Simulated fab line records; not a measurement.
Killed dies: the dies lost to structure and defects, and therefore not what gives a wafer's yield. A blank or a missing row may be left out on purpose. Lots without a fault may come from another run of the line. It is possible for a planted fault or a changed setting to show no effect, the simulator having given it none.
Lot-split experiment | flow berkeley cmos170 | 5 lots, 23 wafers read, on a route of 331 steps

## ABOUT THE SPLIT
At UCB170_V1_PEB_10, the setting peb temp c was moved away from the recipe's 130 C on 10 of the 23 wafers read, by -0.8% to +2.7%. For the rest of the wafers, this setting stayed at what the recipe calls for.

## FROM THE SPLIT TO THE READING: what the file shows between them, 4 steps
- UCB170_V1_DEVELOP_11: develop time 45 s
- UCB170_V1_CD_MEAS_12: target cd 700 nm
- UCB170_V1_ETCH_14: etches SiO2 in CHF3/CF4/Ar, stops on Al, target depth 1250 nm, time 291 s
- UCB170_V1_STRIP_15: strips in O2

## THE READING
cd nm, in nm, at UCB170_V1_CD_MEAS_90 (target cd 700 nm). Typical for fault-free wafers on this fab line: 700.0 nm, with standard deviation 1.3 nm.

wafer  | tool, chamber at the split | peb temp c as run, C | against the recipe | cd nm, nm | against lot-mates on the recipe
L076.2 | litho track-03, 0          | 128.9                | -0.8%              | 690.5     | -8.1
L076.3 | litho track-03, 0          | 130                  | recipe             | 699.1     | -
L076.4 | litho track-03, 0          | 128.9                | -0.8%              | 691.7     | -6.9
L076.5 | litho track-03, 0          | 128.9                | -0.8%              | 691.8     | -6.8
L076.6 | litho track-03, 0          | 130                  | recipe             | 698.1     | -
L079.2 | litho track-03, 0          | 133.1                | +2.4%              | 717.6     | +17.5
L079.3 | litho track-03, 0          | 133.1                | +2.4%              | 718.4     | +18.3
L079.4 | litho track-03, 0          | 130                  | recipe             | 699.5     | -
L079.5 | litho track-03, 0          | 130                  | recipe             | 700.7     | -
L079.6 | litho track-03, 0          | 133.1                | +2.4%              | 717.8     | +17.7
L082.1 | litho track-02, 0          | 130                  | recipe             | 701.7     | -
L082.3 | litho track-02, 0          | 132.8                | +2.2%              | 718.6     | +17.3
L082.4 | litho track-02, 0          | 130                  | recipe             | 701.0     | -
L082.5 | litho track-02, 0          | 130                  | recipe             | 701.1     | -
L082.6 | litho track-02, 0          | 132.8                | +2.2%              | 716.1     | +14.8
L085.2 | litho track-02, 0          | 130                  | recipe             | 701.0     | -
L085.3 | litho track-02, 0          | 130                  | recipe             | 698.7     | -
L085.4 | litho track-02, 0          | 130                  | recipe             | 700.9     | -
L083.1 | litho track-02, 0          | 130                  | recipe             | 700.0     | -
L083.2 | litho track-02, 0          | 133.5                | +2.7%              | 721.2     | +21.2
L083.3 | litho track-02, 0          | 130                  | recipe             | 700.5     | -
L083.4 | litho track-02, 0          | 133.5                | +2.7%              | 722.6     | +22.6
L083.5 | litho track-02, 0          | 130                  | recipe             | 699.6     | -

THE FIT
A straight line over all 23 wafers: cd nm changes by +8.09 nm for each +1% of peb temp c; r = +0.99; the points scatter about the line by 1.2 nm.
The same after taking each lot's own level away (the mean of its wafers on the recipe; 23 wafers): +7.81 nm for each +1%; r = +1.00; scatter 0.87 nm.
On that fit, the largest move of peb temp c shifts the reading by 21 nm.
From 698.60 to 701.27 nm: that is the span of the lots' own levels, equal to 2.1 times the standard deviation above.
The two slopes are in agreement: the lot-to-lot level therefore moves the slope only a little.
Check: +20.8 nm against its lot-mates is what the line predicts for one of the wafers moved furthest among these (+2.7%) when that wafer is left out of the fit. Against them it came out at +21.2 nm.

## FURTHER SPLITS ON THESE WAFERS
Note: prior to the reading, these wafers also went through further splits. Each is held against what the fit with the lots' levels taken away leaves over:
other split on the same wafers     | wafers away from the commonest value | r with cd nm (lot level and that fit taken away)
UCB170_SILICIDE_SPUTTER_01 power w | 7                                    | -0.09
UCB170_CONTACT_EXPOSE_12 dose mj   | 6                                    | -0.18
UCB170_M1_PEB_07 peb temp c        | 4                                    | +0.05

## THE WHOLE CHAIN: every reading that the file lists as answering this split, in the file's order
step                 | what it does                                                              | reading                                                   | change (the file's fit)              | r (the file's)
UCB170_V1_CD_MEAS_12 | target cd 700 nm                                                          | cd nm                                                     | +7.7 nm for each +1% of the setting  | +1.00
UCB170_V1_ETCH_14    | etches SiO2 in CHF3/CF4/Ar, stops on Al, target depth 1250 nm, time 291 s | V1.cd nm (the simulator's own value, which no gauge read) | +7.8 nm for each +1% of the setting  | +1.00
UCB170_V1_CD_MEAS_90 | target cd 700 nm                                                          | cd nm                                                     | +7.76 nm for each +1% of the setting | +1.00

## THE FILE'S OWN FIT
cd nm changes by +7.76 nm for each +1% of peb temp c, r = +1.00.
